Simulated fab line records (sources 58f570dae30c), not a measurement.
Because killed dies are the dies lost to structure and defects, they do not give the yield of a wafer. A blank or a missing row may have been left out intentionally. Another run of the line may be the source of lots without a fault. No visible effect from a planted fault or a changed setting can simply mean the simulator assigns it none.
Which tool is to blame? ; flow berkeley cmos170 ; 21 wafers from 7 lots sampled at 2 of the route's 331 steps

== WHAT THE GAUGES READ, wafer by wafer ==
UCB170_FIELD_THK_MEAS_91.
lot;measured;on;FIELD_OXIDE_LEFT_2_THK (nm)
L381;day 6 06:45;film metro-03;367 367 367
L382;day 6 13:29;film metro-01;345 349 352
L385;day 7 02:07;film metro-01;361 360 364
L394;day 9 02:59;film metro-01;363 360 370
L396;day 9 18:22;film metro-03;347 339 338
L400;day 10 09:25;film metro-03;333 332 335
L401;day 11 01:11;film metro-01;343 349 357

== WHAT TOOL EACH LOT RAN ON (gives the tool, then ch and the chambers of the sampled wafers, and finally the start) ==
lot;UCB170_NWELL_IMPLANT_14
L381;implanter-04 ch 0, day 2 19:13
L382;implanter-01 ch 0, day 3 02:19
L385;implanter-03 ch 0, day 3 15:23
L394;implanter-03 ch 0, day 5 05:17
L396;implanter-01 ch 0, day 6 00:05
L400;implanter-04 ch 0, day 6 19:02
L401;implanter-04 ch 0, day 7 04:20
- UCB170_NWELL_IMPLANT_14

== THE ANSWER, worked out from the rows above alone ==
Rule: usual is defined by the lots themselves. Put in order of their means at a reading, lots are off if they are a third of the lots or fewer, leave a main group of 4 or more, and stand apart from it by a gap of 3 or more times the standard deviation of the main group's means; of several such gaps the widest counts. A main group is skipped when, at the precision printed for the reading in the tables above, its means are all equal. Also off: a lot with no number at a reading for which 4 or more lots have one. All remaining lots with rows at the step are treated as sound.
No lot is off on any of the readings shown, so nothing can be concluded from this.

== WHAT THE SIMULATOR HAD INSERTED ==
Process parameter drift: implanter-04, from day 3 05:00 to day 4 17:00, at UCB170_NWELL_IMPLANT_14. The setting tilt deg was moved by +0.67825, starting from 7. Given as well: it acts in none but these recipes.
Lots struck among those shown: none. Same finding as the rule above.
